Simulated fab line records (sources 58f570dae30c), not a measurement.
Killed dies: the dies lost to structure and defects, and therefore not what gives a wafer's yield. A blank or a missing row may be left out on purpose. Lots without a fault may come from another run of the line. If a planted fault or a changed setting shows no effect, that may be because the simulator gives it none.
Check for tools in common | flow berkeley-cmos170 | 15 lots and 54 wafers in the sample

WHY IT WAS OPENED
At UCB170_GATE_THK_MEAS_02 the reading GATE_OXIDE_THK is flagged on 3 of 15 lots. No-fault wafers: 6.63 nm, standard deviation 0.15.
Rule: a lot is flagged in two cases, either no wafer of it has a number, or all its wafers with numbers fall more than 4 standard deviations from that mean. As for the other lots, they are considered sound.

lot  | measured     | on            | GATE_OXIDE_THK (nm), wafer by wafer | flag
L724 | day 5 17:51  | film-metro-03 | 6.78 6.69 6.83                      |
L725 | day 5 17:52  | film-metro-04 | 6.70 6.64 6.75                      |
L727 | day 6 02:47  | film-metro-03 | 6.36 6.34 6.46                      |
L730 | day 7 00:22  | film-metro-02 | 6.66 6.56 6.54                      |
L731 | day 7 17:26  | film-metro-03 | 10.35 10.35 10.18 10.37 10.35 10.17 | FLAGGED
L734 | day 7 20:20  | film-metro-02 | 6.67 6.76 6.67                      |
L736 | day 8 15:38  | film-metro-02 | 6.71 6.58 6.74                      |
L737 | day 8 17:40  | film-metro-03 | 11.17 11.10 11.33 11.17 11.07 11.27 | FLAGGED
L738 | day 8 21:31  | film-metro-03 | 6.58 6.61 6.56                      |
L742 | day 10 00:47 | film-metro-04 | 6.57 6.65 6.54                      |
L743 | day 10 00:47 | film-metro-03 | 6.46 6.54 6.50                      |
L741 | day 10 03:35 | film-metro-02 | 10.72 10.70 10.77 10.76 10.76 10.78 | FLAGGED
L745 | day 10 08:23 | film-metro-04 | 6.70 6.71 6.65                      |
L747 | day 10 23:20 | film-metro-04 | 6.70 6.79 6.67                      |
L746 | day 10 23:23 | film-metro-04 | 6.66 6.51 6.61                      |
Average over the flagged lots: 10.74 nm; offset from the usual +4.11 nm, equal to +27 standard deviations.

WHICH TOOL RAN EACH LOT
The record holds 1 process step before the reading, out of a route of 331 steps. Each cell gives the tool, then ch followed by the chambers the sampled wafers passed through, then the start.
lot  | flag    | UCB170_GATE_OXIDATION_01
L724 |         | furnace-03 ch 0, day 5 16:21
L725 |         | furnace-03 ch 0, day 5 16:21
L727 |         | furnace-01 ch 0, day 6 01:17
L730 |         | furnace-03 ch 0, day 6 22:51
L731 | FLAGGED | furnace-01 ch 0, day 7 10:24
L734 |         | furnace-03 ch 0, day 7 18:49
L736 |         | furnace-01 ch 0, day 8 14:08
L737 | FLAGGED | furnace-01 ch 0, day 8 14:08 and furnace-02 ch 0, day 8 16:10
L738 |         | furnace-02 ch 0, day 8 20:00
L742 |         | furnace-01 ch 0, day 9 23:16
L743 |         | furnace-01 ch 0, day 9 23:16
L741 | FLAGGED | furnace-01 ch 0, day 9 23:16
L745 |         | furnace-02 ch 0, day 10 06:53
L747 |         | furnace-03 ch 0, day 10 21:47
L746 |         | furnace-03 ch 0, day 10 21:47
What these steps do:
- UCB170_GATE_OXIDATION_01: target thk 6.6 nm, ox time 1800 s.
- UCB170_GATE_THK_MEAS_02

FLAGGED OVER TOTAL, TOOL BY TOOL (the gauges that took the reading come last)
step                     | tool          | lots run | flagged | share of the flagged lots | sound lots run after its first flagged lot
UCB170_GATE_OXIDATION_01 | furnace-01    | 7        | 3       | all                       | 3 (L736,L742,L743)
UCB170_GATE_OXIDATION_01 | furnace-02    | 3        | 1       | some                      | 2 (L738,L745)
UCB170_GATE_OXIDATION_01 | furnace-03    | 6        | 0       | none                      | -
UCB170_GATE_THK_MEAS_02  | film-metro-02 | 4        | 1       | some                      | 0
UCB170_GATE_THK_MEAS_02  | film-metro-03 | 6        | 2       | some                      | 2 (L738,L743)
UCB170_GATE_THK_MEAS_02  | film-metro-04 | 5        | 0       | none                      | -

WHAT IS ALLOWED BY THE TABLE
All flagged lots share 1 row of the table, namely furnace-01 at UCB170_GATE_OXIDATION_01.
- furnace-01 at UCB170_GATE_OXIDATION_01 ran 7 lots, 3 of them flagged. Sound lots ran on it after the first flagged one (L736, L742, L743), which a lasting fault on the whole tool wouldn't allow.
Every row of the table either missed a flagged lot or ran a sound lot after the first.

WHAT WAS PUT IN BY THE SIMULATOR
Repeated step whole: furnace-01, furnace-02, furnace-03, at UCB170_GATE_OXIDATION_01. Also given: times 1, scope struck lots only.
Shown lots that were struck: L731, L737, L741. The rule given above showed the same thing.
